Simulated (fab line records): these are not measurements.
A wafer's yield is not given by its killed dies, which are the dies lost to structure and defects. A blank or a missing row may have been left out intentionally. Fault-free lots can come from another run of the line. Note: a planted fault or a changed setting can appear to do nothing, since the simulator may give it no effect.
What tool caused it? :: flow ritCmos :: Sampling: 7 lots, 21 wafers, 3 of 202 route steps

WHAT THE GAUGES READ, wafer by wafer
RIT_NSD_TW_MEAS_10.
lot: L483
measured: day 3 14:22
on: filmMetro-04
NSD_TW: 3180 3197 3184

lot: L485
measured: day 4 02:41
on: filmMetro-01
NSD_TW: 3153 3156 3140

lot: L488
measured: day 4 18:05
on: filmMetro-01
NSD_TW: 3556 3565 3560

lot: L492
measured: day 5 16:28
on: filmMetro-04
NSD_TW: 3595 3595 3611

lot: L495
measured: day 6 06:49
on: filmMetro-04
NSD_TW: 3196 3187 3193

lot: L498
measured: day 6 23:09
on: filmMetro-04
NSD_TW: 3183 3187 3199

lot: L501
measured: day 7 14:25
on: filmMetro-02
NSD_TW: 3087 3070 3086

WHICH TOOL RAN EACH LOT (tool, then ch and the chambers of the sampled wafers, then the start)
lot: L483
RIT_NWELL_STRIP_09: plasmaAsher-01 ch 0,1, day 2 12:02
RIT_NSD_IMPLANT_08: implanter-03 ch 0, day 3 14:03

lot: L485
RIT_NWELL_STRIP_09: plasmaAsher-03 ch 0,1, day 2 23:14
RIT_NSD_IMPLANT_08: implanter-04 ch 0, day 4 02:21

lot: L488
RIT_NWELL_STRIP_09: plasmaAsher-04 ch 0,1, day 3 12:44
RIT_NSD_IMPLANT_08: implanter-04 ch 0, day 4 17:27

lot: L492
RIT_NWELL_STRIP_09: plasmaAsher-01 ch 0,1, day 4 10:05
RIT_NSD_IMPLANT_08: implanter-04 ch 0, day 5 15:49

lot: L495
RIT_NWELL_STRIP_09: plasmaAsher-03 ch 0,1, day 5 00:50
RIT_NSD_IMPLANT_08: implanter-02 ch 0, day 6 06:32

lot: L498
RIT_NWELL_STRIP_09: plasmaAsher-03 ch 0,1, day 5 17:47
RIT_NSD_IMPLANT_08: implanter-02 ch 0, day 6 22:50

lot: L501
RIT_NWELL_STRIP_09: plasmaAsher-03 ch 0,1, day 6 07:58
RIT_NSD_IMPLANT_08: implanter-04 ch 0, day 7 14:07
- RIT_NWELL_STRIP_09: strips in O2, time 180 s.
- RIT_NSD_IMPLANT_08

THE ANSWER, worked out from the rows above alone
Rule: usual is defined by the lots themselves. Put in order of their means at a reading, lots are off if they are a third of the lots or fewer, leave a main group of 4 or more, and stand apart from it by a gap of 3 or more times the standard deviation of the main group's means; of several such gaps the widest counts. A main group is skipped when, at the precision printed for the reading in the tables above, its means are all equal. Also off: a lot with no number at a reading for which 4 or more lots have one. Any other lot the step has rows for is counted as sound.
Off: L488, L492, at RIT_NSD_TW_MEAS_10 (NSD_TW). Mean 3160 and standard deviation 42 in the main group.
A tool fits if, at a process step before that reading, it ran every lot that is off, and no sound lot after the first of them. The gauges at RIT_NSD_TW_MEAS_10 are tried like those tools. No candidate that was tried fits.

WHAT HAD BEEN PUT IN BY THE SIMULATOR
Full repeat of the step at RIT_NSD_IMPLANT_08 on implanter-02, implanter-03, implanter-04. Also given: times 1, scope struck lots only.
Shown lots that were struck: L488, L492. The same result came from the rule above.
